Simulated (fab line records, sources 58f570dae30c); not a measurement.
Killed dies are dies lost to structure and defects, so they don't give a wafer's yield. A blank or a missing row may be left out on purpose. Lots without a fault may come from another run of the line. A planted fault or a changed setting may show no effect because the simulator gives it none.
Split-lot experiment | flow berkeley_cmos170 | 5 lots, 27 wafers read, on a route of 331 steps

THE SPLIT
At UCB170_SILICIDE_SPUTTER_01 (material Ti, target thk 30 nm, time 25 s), the setting time_s was moved away from the recipe's 25 s on 12 of the 27 wafers read, by -48.2% to +25.5%. The other wafers ran this setting at the recipe's value.

FROM THE SPLIT TO THE READING: what the file shows between them, 1 step
- UCB170_SILICIDE_RS_MEAS_02: measures by four-point-probe

THE READING
SILICIDE_TI_THK, in nm, at UCB170_SILICIDE_THK_MEAS_03 (measures by xrf). Fault-free wafers of this fab line usually give 30.2 nm, standard deviation 0.58 nm.

wafer  | tool, chamber at the split | time_s as run, s | against the recipe | SILICIDE_TI_THK, nm | against lot-mates on the recipe
L075.1 | pvd_sputter-02, -          | 25               | recipe             | 30.9                | -
L075.2 | pvd_sputter-02, -          | 12.94            | -48.2%             | 16.1                | -14.7
L075.3 | pvd_sputter-02, -          | 25               | recipe             | 31.0                | -
L075.4 | pvd_sputter-02, -          | 25               | recipe             | 30.6                | -
L075.5 | pvd_sputter-02, -          | 12.94            | -48.2%             | 16.6                | -14.2
L075.6 | pvd_sputter-02, -          | 12.94            | -48.2%             | 16.3                | -14.5
L076.1 | pvd_sputter-02, -          | 25               | recipe             | 30.0                | -
L076.3 | pvd_sputter-02, -          | 25               | recipe             | 30.8                | -
L076.6 | pvd_sputter-02, -          | 25               | recipe             | 30.3                | -
L080.1 | pvd_sputter-01, -          | 31.37            | +25.5%             | 37.5                | +8.0
L080.2 | pvd_sputter-01, -          | 31.37            | +25.5%             | 37.3                | +7.8
L080.3 | pvd_sputter-01, -          | 25               | recipe             | 29.1                | -
L080.4 | pvd_sputter-01, -          | 25               | recipe             | 29.8                | -
L080.5 | pvd_sputter-01, -          | 25               | recipe             | 29.7                | -
L080.6 | pvd_sputter-01, -          | 31.37            | +25.5%             | 36.9                | +7.4
L082.1 | pvd_sputter-02, -          | 25               | recipe             | 30.8                | -
L082.2 | pvd_sputter-02, -          | 15.87            | -36.5%             | 19.7                | -10.8
L082.3 | pvd_sputter-02, -          | 25               | recipe             | 30.5                | -
L082.4 | pvd_sputter-02, -          | 15.87            | -36.5%             | 19.6                | -10.9
L082.5 | pvd_sputter-02, -          | 25               | recipe             | 30.3                | -
L082.6 | pvd_sputter-02, -          | 15.87            | -36.5%             | 19.7                | -10.8
L085.1 | pvd_sputter-02, -          | 25               | recipe             | 30.5                | -
L085.2 | pvd_sputter-02, -          | 25               | recipe             | 30.5                | -
L085.3 | pvd_sputter-02, -          | 30.87            | +23.5%             | 37.5                | +7.0
L085.4 | pvd_sputter-02, -          | 30.87            | +23.5%             | 37.9                | +7.4
L085.5 | pvd_sputter-02, -          | 30.87            | +23.5%             | 37.4                | +6.9
L085.6 | pvd_sputter-02, -          | 25               | recipe             | 30.5                | -

THE FIT
A straight line over all 27 wafers: SILICIDE_TI_THK changes by +0.29 nm for each +1% of time_s; r = +1.00; the points scatter about the line by 0.47 nm.
The same after taking each lot's own level away (the mean of its wafers on the recipe; 27 wafers): +0.3 nm for each +1%; r = +1.00; scatter 0.23 nm.
On that fit, the largest move of time_s shifts the reading by 14 nm.
The lots' own levels span 29.53 to 30.83 nm, that is 2.2 times the standard deviation above.
So the lot-to-lot level changes the slope little: the two slopes agree.
Check: with one of the wafers moved furthest among these (-48.2%) left out of the fit, the line predicts -14.4 nm for it against its lot-mates. It came out at -14.7 nm against them.

OTHER SPLITS ON THESE WAFERS
These wafers also went through other splits before the reading. Each is held against what the fit with the lots' levels taken away leaves over:
other split on the same wafers         | wafers away from the commonest value | r with SILICIDE_TI_THK (lot level and that fit taken away)
UCB170_NWELL_OXIDATION_01 ox_time_s    | 18                                   | -0.02
UCB170_SCREENOX_OXIDATION_01 ox_time_s | 21                                   | -0.01

THE WHOLE CHAIN: every reading that the file lists as answering this split, in the file's order
step                        | what it does                             | reading                                                                           | change (the file's fit)               | r (the file's)
UCB170_SILICIDE_SPUTTER_01  | material Ti, target thk 30 nm, time 25 s | Ti_of_SILICIDE_SPUTTER_01.thk_nm (the simulator's own value, which no gauge read) | +0.301 nm for each +1% of the setting | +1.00
UCB170_SILICIDE_RS_MEAS_02  | measures by four-point-probe             | SILICIDE_TI_RS                                                                    | -0.476 for each +1% of the setting    | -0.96
UCB170_SILICIDE_THK_MEAS_03 | measures by xrf                          | SILICIDE_TI_THK                                                                   | +0.3 for each +1% of the setting      | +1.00
UCB170_M3_PROBE_99          |                                          | etest.ppoly_line.line_ohm_um (the simulator's own value, which no gauge read)     | -0.291 for each +1% of the setting    | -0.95
UCB170_M3_PROBE_99          |                                          | etest.npoly_line.line_ohm_um (the simulator's own value, which no gauge read)     | -0.275 for each +1% of the setting    | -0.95
UCB170_M3_PROBE_99          |                                          | etest.npoly_line.width_nm (the simulator's own value, which no gauge read)        | -0.205 nm for each +1% of the setting | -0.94
UCB170_M3_PROBE_99          |                                          | etest.ppoly_line.width_nm (the simulator's own value, which no gauge read)        | -0.185 nm for each +1% of the setting | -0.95
UCB170_M3_PROBE_99          |                                          | etest.ppoly_line.rs_ohm_sq (the simulator's own value, which no gauge read)       | -0.0988 for each +1% of the setting   | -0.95

THE FILE'S OWN FIT
SILICIDE_TI_THK changes by +0.3 nm for each +1% of time_s, r = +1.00.
